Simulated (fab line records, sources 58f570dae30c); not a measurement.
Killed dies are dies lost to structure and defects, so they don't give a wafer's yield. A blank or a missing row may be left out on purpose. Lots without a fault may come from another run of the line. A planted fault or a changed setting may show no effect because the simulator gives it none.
One fault seen from 2 desks | flow berkeley_cmos170 | each desk has only its own numbers; what lay behind them comes last

THE METROLOGY DESK
What the gauges read, lot by lot, whatever tool the lot ran on: means of the sampled wafers that have a number. A lot is out of limits, marked OUT, if its mean lies more than 4 standard deviations from the usual mean; the brackets give that distance.
Columns: A = M1_AL_RS at UCB170_M1_RS_MEAS_01, usual 0.0484 ohm/sq; B = M1_AL_THK at UCB170_M1_THK_MEAS_02, usual 608 nm
lot  | first seen here | A      | B
L118 | day 8 00:32     | 0.0484 | 614
L121 | day 8 07:28     | 0.0485 | 607
L120 | day 8 09:19     | 0.0494 | 601
L123 | day 9 08:27     | 0.0480 | 609
L124 | day 9 08:49     | 0.0488 | 600
L127 | day 9 18:22     | 0.0486 | 604
L130 | day 11 03:09    | 0.0479 | 618
L132 | day 11 03:10    | 0.0484 | 599
L137 | day 11 20:37    | 0.0481 | 617
L134 | day 12 01:17    | 0.0481 | 613
L139 | day 12 09:19    | 0.0490 | 603
L135 | day 12 09:55    | 0.0485 | 607
L141 | day 12 21:56    | 0.0488 | 607
L140 | day 13 12:29    | 0.0481 | 611
This desk's finding: nothing out of limits on any of the 14 lots.

THE TOOL OWNER'S DESK: litho_track-01
The tool's own readings at UCB170_M1_COAT_03: means of the sampled wafers that have a number, for each lot that ran on this tool. A lot is out of limits, marked OUT, if its mean lies more than 4 standard deviations from the usual mean; the brackets give that distance.
Columns: A = spin_speed_rpm at UCB170_M1_COAT_03, usual 2999.9 rpm
lot  | first seen here | A
L118 | day 8 00:43     | 3002.0
L120 | day 8 09:48     | 2998.1
L123 | day 9 08:38     | 3001.7
L132 | day 11 03:22    | 3052.1 (+27) OUT
L134 | day 12 01:28    | 3053.1 (+28) OUT
This desk's finding: out of limits on L132, L134; first on L132, day 11 03:22 (spin_speed_rpm at UCB170_M1_COAT_03). In limits: L118, L120, L123.

PUT TOGETHER
The tool owner's desk could have raised an alarm at day 11 03:22, on L132, L134.
The metrology desk saw nothing out of limits.
The metrology desk has L132, L134 on record, within its limits.
Of the lots named, all ran UCB170_M1_COAT_03 on litho_track-01.

WHAT THE SIMULATOR HAD PUT IN
Process parameter drift: litho_track-01, from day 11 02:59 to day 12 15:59, at UCB170_M1_COAT_03. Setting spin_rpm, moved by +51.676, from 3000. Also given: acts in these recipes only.
Lots struck among those shown: L132, L134.
Hours from the fault's start to each desk's first reading out of limits: the tool owner's desk, 0.
